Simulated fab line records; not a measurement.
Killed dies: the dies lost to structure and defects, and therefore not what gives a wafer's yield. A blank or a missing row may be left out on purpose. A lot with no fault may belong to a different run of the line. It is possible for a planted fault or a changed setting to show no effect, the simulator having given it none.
Which tool did it? / flow berkeley_cmos170 / 21 wafers from 7 lots sampled at 2 of the route's 331 steps

WHAT THE GAUGES READ, wafer by wafer
UCB170_SDANNEAL_RS_MEAS_05: uses a four-point probe to measure.
lot=L121; measured=day 8 17:13; on=film_metro-02; NLDD_RS (ohm/sq)=615.6 614.8 616.2
lot=L124; measured=day 9 11:31; on=film_metro-04; NLDD_RS (ohm/sq)=616.5 616.3 617.4
lot=L130; measured=day 10 10:02; on=film_metro-02; NLDD_RS (ohm/sq)=617.2 618.3 617.2
lot=L132; measured=day 10 21:43; on=film_metro-03; NLDD_RS (ohm/sq)=617.2 615.3 616.4
lot=L134; measured=day 11 12:21; on=film_metro-02; NLDD_RS (ohm/sq)=536.8 537.4 536.0
lot=L135; measured=day 11 22:38; on=film_metro-04; NLDD_RS (ohm/sq)=535.4 537.2 535.6
lot=L143; measured=day 13 10:49; on=film_metro-03; NLDD_RS (ohm/sq)=617.3 616.6 616.5

TOOL THAT RAN EACH LOT (tool first, then ch and the chambers of the sampled wafers, then the start)
lot=L121; UCB170_NLDD_IMPLANT_09=implanter-04 ch 0, day 8 06:22
lot=L124; UCB170_NLDD_IMPLANT_09=implanter-01 ch 0, day 8 20:18
lot=L130; UCB170_NLDD_IMPLANT_09=implanter-03 ch 0, day 9 21:33
lot=L132; UCB170_NLDD_IMPLANT_09=implanter-04 ch 0, day 10 08:47
lot=L134; UCB170_NLDD_IMPLANT_09=implanter-03 ch 0, day 10 23:24
lot=L135; UCB170_NLDD_IMPLANT_09=implanter-03 ch 0, day 11 08:11
lot=L143; UCB170_NLDD_IMPLANT_09=implanter-01 ch 0, day 12 21:46
- UCB170_NLDD_IMPLANT_09

THE ANSWER, worked out from the rows above alone
Rule: the lots themselves supply what counts as usual. The widest of any qualifying gaps counts: lots, ordered by their means at a reading, are off when they make up no more than a third of the lots, leave a main group of 4 or more, and stand apart from it by 3 or more times the standard deviation of that group's means. A main group whose means are all the same, to the digits that the tables above print for the reading, isn't used. A lot without any number at a reading at which 4 lots or more have one is off too. Where the step has rows for the other lots, those lots are counted as sound.
Off: L134, L135, seen at UCB170_SDANNEAL_RS_MEAS_05 (NLDD_RS). Main group: mean 616.6 ohm/sq, sd 0.67.
A tool fits if, at a process step before that reading, it ran every lot that is off, and no sound lot after the first of them. The gauges at UCB170_SDANNEAL_RS_MEAS_05 are tried like those tools. One candidate fits, namely implanter-03 at UCB170_NLDD_IMPLANT_09. A fault onset in the window from L130 (day 9 21:33, its last sound lot) to L134 (day 10 23:24, its first lot off) fits.

WHAT HAD BEEN PUT IN BY THE SIMULATOR
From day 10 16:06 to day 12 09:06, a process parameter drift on implanter-03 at UCB170_NLDD_IMPLANT_09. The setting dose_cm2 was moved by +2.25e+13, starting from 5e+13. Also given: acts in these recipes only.
Lots struck among those shown: L134, L135. The rule above reached the same finding.
